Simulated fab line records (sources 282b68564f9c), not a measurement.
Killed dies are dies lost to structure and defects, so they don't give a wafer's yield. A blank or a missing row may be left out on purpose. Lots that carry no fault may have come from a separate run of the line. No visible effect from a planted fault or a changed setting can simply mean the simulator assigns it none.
8D (eight disciplines) problem report, filled in by code | flow ritCmos | the parts of the form that need people (team, actions taken, sign-off) are left out

1. THE ISSUE
GATE_POLY_THK at RIT_GATE_THK_MEAS_09 reads a mean of 355.7 nm on 6 wafers of 2 lots; wafers without a fault read 249.7 nm with a standard deviation of 2.1. That puts it +50 standard deviations away from the usual mean.
Earliest sighting: wafer L192.2 on filmMetro-01 at day 5 03:59. The record holds 42 wafers of 14 lots with a number at this step. By rule, "out" or "out of limits" means more than 4 standard deviations away from the usual mean. The other wafers with a number count as sound.

2. WHAT IT IS; WHAT IT IS NOT
question                    | is                     | is not
which readings at this step | GATE_POLY_THK          | -
which lots                  | L192, L194             | L179, L182, L183, L184, L185, L186, L187, L188, L189, L193, L200, L201
which wafers of those lots  | all that have a number | -
read on which gauges        | filmMetro-01           | filmMetro-03, filmMetro-04
when                        | from day 5 03:59       | up to then (27 sound wafers); but 9 sound wafers of L193, L200, L201 came after

3. WHAT RULES OUT EACH SUSPECT
Counting: a tool at any process step up to the reading remains a suspect when it ran all the lots that are out and ran no sound lot after the first of those.
- ruled out: the gauge at RIT_GATE_THK_MEAS_09. All the wafers that are out were read on filmMetro-01, but those of them that RIT_GATE_CVD_08 has rows for are out there too, on other tools.
- lpcvd-01 at RIT_GATE_CVD_08 (deposits poly-Si from SiH4, target thk 250 nm, time 2220 s): kept. It ran every lot that is out, first L192 (day 5 02:22), and no sound lot after that; its last sound lot up to then is L189 (day 4 11:40). Out on those wafers are its own readings of spikeTcCentreC, spikeTcLoadC, spikeTcSourceC, susceptorTempC.
Left after counting: lpcvd-01 at RIT_GATE_CVD_08.

4. THE CAUSE (what the simulator had put in)
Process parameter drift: lpcvd-01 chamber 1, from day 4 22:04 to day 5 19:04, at RIT_GATE_CVD_08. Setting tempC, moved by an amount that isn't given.
The count eliminated every tool but this one.

5. THE CHAIN OF EFFECTS, in route order
Rows list readings where the struck wafers' mean (over those with a number) sits beyond 3 standard deviations from the usual. Only readings whose record carries a usual standard deviation are examined. hours: median over the lots of the time between each lot's start at the first step of this table that gives one and its start at this step. sigmas: the change, counted in usual standard deviations.
hours | step                 | reading        | usual      | on struck wafers | change | sigmas
0     | RIT_GATE_CVD_08      | spikeTcCentreC | 611.9 C    | 628.3            | +16.4  | +12
0     | RIT_GATE_CVD_08      | spikeTcLoadC   | 632.5 C    | 645.8            | +13.3  | +5.5
0     | RIT_GATE_CVD_08      | spikeTcSourceC | 631.1 C    | 646.2            | +15.1  | +6.1
0     | RIT_GATE_CVD_08      | susceptorTempC | 609.97 C   | 624.93           | +14.96 | +65
2     | RIT_GATE_THK_MEAS_09 | GATE_POLY_THK  | 249.7 nm   | 355.7            | +106.0 | +50
3     | RIT_GATE_ETCH_19     | oesProductAu   | 0.840 a.u. | 1.008            | +0.168 | +19
The process steps in it:
- RIT_GATE_CVD_08: deposits poly-Si from SiH4, target thk 250 nm, time 2220 s.
- RIT_GATE_ETCH_19: etches poly-Si in SF6/CHF3/O2, stops on SiO2, time 165 s, target depth 312.5 nm.
At these later measuring or inspecting steps, every struck wafer for which the step has a row has a number for every such reading, and none has moved that far: RIT_GATE_OVL_MEAS_17.

6. WHAT WOULD HAVE CAUGHT IT SOONER
Counted from the fault's start at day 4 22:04, it took 6 hours until the first out-of-limits reading at a measuring or inspecting step in this record, taken at day 5 03:59.
Tool's own readings at RIT_GATE_CVD_08, spikeTcCentreC, spikeTcLoadC, spikeTcSourceC, susceptorTempC: out on all struck wafers the step has rows for; an alarm limit on them would have tripped on the first.
Among the 2 lots that are out, L194 began RIT_GATE_CVD_08 on lpcvd-01 after day 5 03:59. Putting the tool on hold at that point would have spared it.
